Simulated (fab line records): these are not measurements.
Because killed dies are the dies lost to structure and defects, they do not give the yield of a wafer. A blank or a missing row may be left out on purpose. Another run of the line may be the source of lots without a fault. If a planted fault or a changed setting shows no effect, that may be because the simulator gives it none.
fab line records -- flow rit_cmos
record lots=14, wafers=42, last_day=7
route steps=202 shown GATE@84
lots with no fault: from the same line, run without faults
start_h: hours from the record's first day to the start of the lot's first wafer shown -- wait_h: hours since the lot's step before -- " as in the row above -- L1.1+2: several wafers, shown together as one row -- - value missing, or start not given -- * or withheld: withheld -- < > ~ a bound
route shown NAME@n: NAME is a module with steps in the file, n the number in the route of the first one -- usual: mean and standard deviation over wafers with no fault -- same: alike in all rows -- chamber/n: place in a boat -- sites: per-site readings -- _std_site: the values' standard deviation -- _edge_site: inner sites' mean taken away from outer sites' mean -- radius_mm: how far each site lies from the wafer's centre -- mask NAME#n: copy n -- behind: the tool/chamber that last shaped the wafer -- hold: reason for holding the lot/hours on hold/outcome of the hold -- device: whichever transistor did not switch (one of n, p or np) -- end of line: tests run on the same wafers once the route is complete -- a step with no rows: only its recipe -- killed: the dies lost at the first sort to structure and to defects; this is not the yield of the wafer -- map: per-die view of a wafer (x killed, . not killed, _ where there is no die)
set.NAME: the setting that was run; set.NAME@STEP: the one run at that earlier step -- model.NAME: the simulator's own value behind a step, which no gauge read
the route's steps for a sample of lots (tables are steps, rows are wafers)
services: the hour from which a tool's chamber was out of use, counted from the record's first day as start_h (under 0 if before that day), plus the number of hours and why
## steps
# step RIT_GATE_CVD_08
# recipe material=poly-Si, target_thk_nm=250, temp_c=610, precursor=SiH4, time_s=2220, pressure_mtorr=307.3, sih4_flow_sccm=100
# usual sih4_flow_sccm=100.02/0.28, spike_tc_centre_C=613.0/1.3, spike_tc_source_C=629/3.8
lot.wafer,tool,chamber,start_h,wait_h,sih4_flow_sccm,spike_tc_centre_C,spike_tc_source_C
L902.1,lpcvd-01,1,35.14,0.1,99.97,613.5,631
L902.5,lpcvd-01,1,35.14,0.1,100.04,613.0,630
L902.6,lpcvd-01,1,35.14,0.1,100.06,611.9,629
L903.2,lpcvd-02,1,41.42,0.0,99.85,612.5,627
L903.3,lpcvd-02,1,41.42,0.0,99.85,612.2,626
L903.4,lpcvd-02,1,41.42,0.0,99.80,613.3,626
L904.3,lpcvd-02,1,48.43,0.0,100.91,613.6,626
L904.4,lpcvd-02,1,48.43,0.0,100.41,612.2,625
L904.6,lpcvd-02,1,48.43,0.0,100.32,614.1,626
L905.2,lpcvd-01,1,52.24,0.0,100.20,612.0,630
L905.3,lpcvd-01,1,52.24,0.0,99.68,612.1,630
L905.4,lpcvd-01,1,52.24,0.0,100.30,612.0,630
L906.1,lpcvd-02,0,54.88,0.1,49.83,612.6,624
L906.2,lpcvd-02,0,54.88,0.1,49.92,614.7,625
L906.4,lpcvd-02,0,54.88,0.1,49.98,611.8,624
L907.1,lpcvd-02,1,61.85,0.1,49.94,613.0,624
L907.3,lpcvd-02,1,61.85,0.1,50.07,613.5,627
L907.5,lpcvd-02,1,61.85,0.1,50.37,613.7,627
L909.1,lpcvd-02,1,69.28,0.1,49.71,614.6,625
L909.3,lpcvd-02,1,69.28,0.1,49.88,615.0,625
L909.5,lpcvd-02,1,69.28,0.1,49.50,614.8,626
L911.2,lpcvd-02,1,79.40,0.2,50.28,614.5,626
L911.3,lpcvd-02,1,79.40,0.2,50.13,613.3,627
L911.6,lpcvd-02,1,79.40,0.2,50.06,615.4,626
L916.2,lpcvd-01,1,103.97,0.0,99.96,613.1,630
L916.3,lpcvd-01,1,103.97,0.0,99.76,614.1,631
L916.4,lpcvd-01,1,103.97,0.0,99.72,611.1,629
L919.2,lpcvd-01,0,118.44,0.0,99.70,611.2,636
L919.4,lpcvd-01,0,118.44,0.0,99.78,612.4,635
L919.5,lpcvd-01,0,118.44,0.0,100.18,612.4,635
L922.3,lpcvd-01,0,135.00,0.0,100.10,613.9,634
L922.4,lpcvd-01,0,135.00,0.0,99.90,613.2,635
L922.5,lpcvd-01,0,135.00,0.0,99.62,612.4,635
L923.1,lpcvd-01,1,140.09,0.1,100.03,613.2,630
L923.2,lpcvd-01,1,140.09,0.1,100.27,611.3,630
L923.3,lpcvd-01,1,140.09,0.1,99.85,613.3,630
L924.1,lpcvd-02,1,144.24,0.1,99.87,615.1,628
L924.2,lpcvd-02,1,144.24,0.1,99.71,612.6,627
L924.4,lpcvd-02,1,144.24,0.1,99.51,614.5,626
L925.1,lpcvd-01,1,148.20,0.1,99.98,612.7,631
L925.4,lpcvd-01,1,148.20,0.1,100.60,612.8,630
L925.5,lpcvd-01,1,148.20,0.1,100.20,611.1,632
# step RIT_GATE_THK_MEAS_09
# recipe reads=poly-Si_of_GATE_CVD_08
# usual GATE_POLY_THK=253.9/2.6
lot.wafer,tool,chamber,start_h,wait_h,hold,GATE_POLY_THK[nm]
L902.1,film_metro-02,-,36.76,0.0,-,252.1
L902.5,film_metro-02,-,36.76,0.0,-,250.8
L902.6,film_metro-02,-,36.76,0.0,-,251.2
L903.2,film_metro-04,-,43.05,0.0,-,253.5
L903.3,film_metro-04,-,43.05,0.0,-,254.6
L903.4,film_metro-04,-,43.05,0.0,-,253.2
L904.3,film_metro-03,-,50.07,0.0,-,257.0
L904.4,film_metro-03,-,50.07,0.0,-,256.0
L904.6,film_metro-03,-,50.07,0.0,-,255.9
L905.2,film_metro-03,-,53.87,0.0,-,250.3
L905.3,film_metro-03,-,53.87,0.0,-,251.9
L905.4,film_metro-03,-,53.87,0.0,-,253.1
L906.1,film_metro-02,-,56.49,0.0,await_dispo/0.2h/release,128.0
L906.2,film_metro-02,-,56.49,0.0,await_dispo/0.2h/release,128.3
L906.4,film_metro-02,-,56.49,0.0,await_dispo/0.2h/release,127.4
L906.1,film_metro-02,-,56.72,0.2,-,127.9
L906.2,film_metro-02,-,56.72,0.2,-,128.4
L906.4,film_metro-02,-,56.72,0.2,-,127.3
L907.1,film_metro-03,-,63.46,0.0,await_dispo/0.2h/release,125.4
L907.3,film_metro-03,-,63.46,0.0,await_dispo/0.2h/release,127.5
L907.5,film_metro-03,-,63.46,0.0,await_dispo/0.2h/release,123.1
L907.1,film_metro-03,-,63.72,0.2,-,125.3
L907.3,film_metro-03,-,63.72,0.2,-,127.5
L907.5,film_metro-03,-,63.72,0.2,-,123.1
L909.1,film_metro-03,-,71.70,0.0,await_dispo/0.2h/release,133.3
L909.3,film_metro-03,-,71.70,0.0,await_dispo/0.2h/release,133.7
L909.5,film_metro-03,-,71.70,0.0,await_dispo/0.2h/release,134.2
L909.1,film_metro-03,-,71.93,0.2,-,133.2
L909.3,film_metro-03,-,71.93,0.2,-,133.7
L909.5,film_metro-03,-,71.93,0.2,-,134.1
L911.2,film_metro-02,-,81.84,0.0,await_dispo/0.2h/release,128.6
L911.3,film_metro-02,-,81.84,0.0,await_dispo/0.2h/release,130.6
L911.6,film_metro-02,-,81.84,0.0,await_dispo/0.2h/release,128.8
L911.2,film_metro-02,-,82.07,0.2,-,128.7
L911.3,film_metro-02,-,82.07,0.2,-,130.6
L911.6,film_metro-02,-,82.07,0.2,-,128.7
L916.2,film_metro-04,-,105.59,0.0,-,252.2
L916.3,film_metro-04,-,105.59,0.0,-,250.3
L916.4,film_metro-04,-,105.59,0.0,-,250.4
L919.2,film_metro-03,-,120.07,0.0,-,252.1
L919.4,film_metro-03,-,120.07,0.0,-,253.5
L919.5,film_metro-03,-,120.07,0.0,-,251.7
L922.3,film_metro-02,-,136.64,0.0,-,252.9
L922.4,film_metro-02,-,136.64,0.0,-,251.6
L922.5,film_metro-02,-,136.64,0.0,-,252.0
L923.1,film_metro-02,-,141.71,0.0,-,255.1
L923.2,film_metro-02,-,141.71,0.0,-,254.8
L923.3,film_metro-02,-,141.71,0.0,-,255.1
L924.1,film_metro-02,-,145.86,0.0,-,257.5
L924.2,film_metro-02,-,145.86,0.0,-,256.8
L924.4,film_metro-02,-,145.86,0.0,-,257.2
L925.1,film_metro-04,-,149.82,0.0,-,253.1
L925.4,film_metro-04,-,149.82,0.0,-,253.0
L925.5,film_metro-04,-,149.82,0.0,-,249.4
## services
tool,chamber,start_h,hours,kind
lpcvd-02,-,38.00,2.7,repair
## key
first_sign step=RIT_GATE_CVD_08, reading=sih4_flow_sccm, direction=down, sigmas=99+, usual=100.02, struck=49.97
effect step=RIT_GATE_THK_MEAS_09, reading=visit, direction=added
effect step=RIT_GATE_THK_MEAS_09, reading=GATE_POLY_THK, direction=down, sigmas=49, usual=253.9, struck=129.1
met_at RIT_GATE_CVD_08
struck_lots L906,L907,L909,L911
scrapped_behind RIT_GATE_THK_MEAS_09 L906.1,L906.2,L906.4,L907.1,L907.3,L907.5,L909.1,L909.3,L909.5,L911.2,L911.3,L911.6
onset_between 48.43 54.88
fault kind=process_parameter_drift, tool=lpcvd-02, chamber=-, onset_h=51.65, steps=RIT_GATE_CVD_08, channel=sih4_flow_sccm, offset=-50, shape=step, end_h=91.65, stated=100
